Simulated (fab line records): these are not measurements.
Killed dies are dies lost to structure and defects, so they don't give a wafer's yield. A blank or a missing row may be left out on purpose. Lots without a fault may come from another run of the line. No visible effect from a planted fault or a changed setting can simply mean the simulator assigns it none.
Matching of chambers -- flow berkeley-cmos170 -- 4 sister chambers for UCB170_GATE_ETCH_15 on rie-si-02
The step etches poly-Si in HBr/Cl2, stops on SiO2, time 56.3 s, target depth 278.2 nm. 8 wafers are shown with their chamber, then 7 later ones without.

WAFERS, EACH WITH ITS CHAMBER
wafer,chamber,throttle-valve-pct (%),oes-product-au (a.u.)
L184.3,2,26.33,0.830
L187.1,0,26.62,0.848
L187.5,1,26.72,0.836
L196.2,2,26.36,0.830
L196.4,3,26.31,0.830
L196.6,1,26.72,0.851
L199.3,0,26.64,0.853
L199.5,3,26.33,0.832

WAFERS WHOSE CHAMBER IS MISSING
wafer,throttle-valve-pct (%),oes-product-au (a.u.)
L199.6,26.65,0.834
L201.1,26.32,0.842
L201.4,26.35,0.842
L201.5,26.32,0.830
L203.1,26.70,0.861
L203.2,26.30,0.831
L203.6,26.70,0.855

THE CHAMBER EACH PASSED THROUGH
wafer,from the rows above,in truth
L199.6,can't be placed: 0 or 1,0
L201.1,can't be placed: 3 or 2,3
L201.4,can't be placed: 2 or 3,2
L201.5,can't be placed: 3 or 2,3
L203.1,can't be placed: 1 or 0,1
L203.2,can't be placed: 3 or 2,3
L203.6,1,1
1 of 7 placed correctly. Cannot be placed on the basis of these rows: 6; the candidates contain the true chamber in 6. Placed wrongly: 0.
How it was worked out, from the rows above alone: a wafer's distance from a chamber is the root of the sum, over the readings, of the square of ((its reading less the chamber's mean) divided by the reading's scatter). If the next closest chamber is less than 2 further off than the closest, the wafer can't be placed; otherwise it belongs to the closest. A chamber's mean is the mean of its shown wafers. How the scatter is found: for the shown wafers, subtract from each reading the mean of its chamber, square and add these, divide the total by (wafers less chambers), then take the root.
